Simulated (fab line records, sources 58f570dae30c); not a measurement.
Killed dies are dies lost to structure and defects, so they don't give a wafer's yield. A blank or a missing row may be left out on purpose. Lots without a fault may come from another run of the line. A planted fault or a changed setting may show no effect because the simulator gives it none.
One fault seen from 2 desks | flow berkeley_cmos170 | each desk has only its own numbers; what lay behind them comes last

THE TOOL OWNER'S DESK: plasma_asher-01
The tool's own readings at UCB170_NLDD_STRIP_10 (strips in O2): means of the sampled wafers that have a number, for each lot that ran on this tool. A lot is out of limits, marked OUT, if its mean lies more than 4 standard deviations from the usual mean; the brackets give that distance.
Columns: A = drypump_motor_current_A at UCB170_NLDD_STRIP_10, usual 5.9 A; B = o2_flow_sccm at UCB170_NLDD_STRIP_10, usual 399.9 sccm; C = oes_product_au at UCB170_NLDD_STRIP_10, usual 0.735 a.u.; D = strip_time_to_endpoint_s at UCB170_NLDD_STRIP_10, usual 21.64 s
lot  | first seen here | A   | B               | C     | D
L654 | day 6 22:27     | 5.7 | 399.7           | 0.732 | 21.63
L655 | day 7 07:31     | 5.6 | 400.7           | 0.734 | 21.70
L657 | day 7 07:48     | 5.7 | 480.4 (+67) OUT | 0.746 | 21.05 (-9.8) OUT
L660 | day 8 02:19     | 5.7 | 479.2 (+66) OUT | 0.751 | 21.02 (-10) OUT
L659 | day 8 02:36     | 5.8 | 480.6 (+67) OUT | 0.751 | 21.16 (-8.1) OUT
L674 | day 11 04:08    | 5.7 | 398.7           | 0.732 | 21.74
L676 | day 11 04:58    | 5.6 | 401.1           | 0.733 | 21.65
L677 | day 11 11:17    | 5.7 | 401.3           | 0.740 | 21.60
This desk's finding: out of limits on L657, L659, L660; first on L657, day 7 07:48 (o2_flow_sccm at UCB170_NLDD_STRIP_10). In limits: L654, L655, L674, L676, L677.

THE METROLOGY DESK
What the gauges read, lot by lot, whatever tool the lot ran on: means of the sampled wafers that have a number. A lot is out of limits, marked OUT, if its mean lies more than 4 standard deviations from the usual mean; the brackets give that distance.
Columns: A = GATE_POLY_THK at UCB170_GATE_THK_MEAS_05, usual 214.5 nm; B = NLDD_OVL at UCB170_NLDD_OVL_MEAS_07, usual 1 nm
lot  | first seen here | A     | B
L654 | day 6 16:26     | 209.5 | -10
L657 | day 6 23:09     | 216.1 | -6
L655 | day 6 23:10     | 215.0 | 6
L658 | day 7 20:47     | 217.4 | 5
L660 | day 7 20:47     | 216.9 | 12
L659 | day 7 20:48     | 212.5 | 9
L670 | day 9 08:13     | 215.8 | -0
L669 | day 9 08:16     | 216.4 | 6
L672 | day 10 09:20    | 216.1 | -8
L673 | day 10 09:20    | 213.5 | 6
L671 | day 10 09:21    | 218.4 | -0
L674 | day 10 20:59    | 215.7 | 5
L675 | day 10 21:02    | 214.6 | 3
L676 | day 10 21:02    | 217.3 | 6
L677 | day 11 05:38    | 209.9 | -2
This desk's finding: nothing out of limits on any of the 15 lots.

PUT TOGETHER
The tool owner's desk could have raised an alarm at day 7 07:48, on L657, L659, L660.
The metrology desk saw nothing out of limits.
The metrology desk has L657, L659, L660 on record, within its limits.
Of the lots named, all ran UCB170_NLDD_STRIP_10 on plasma_asher-01.

WHAT THE SIMULATOR HAD PUT IN
Process parameter drift: plasma_asher-01, from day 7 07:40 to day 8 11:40, at UCB170_NLDD_STRIP_10. Setting o2_flow_sccm, moved by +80, from 400. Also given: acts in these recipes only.
Lots struck among those shown: L657, L659, L660.
Hours from the fault's start to each desk's first reading out of limits: the tool owner's desk, 0.
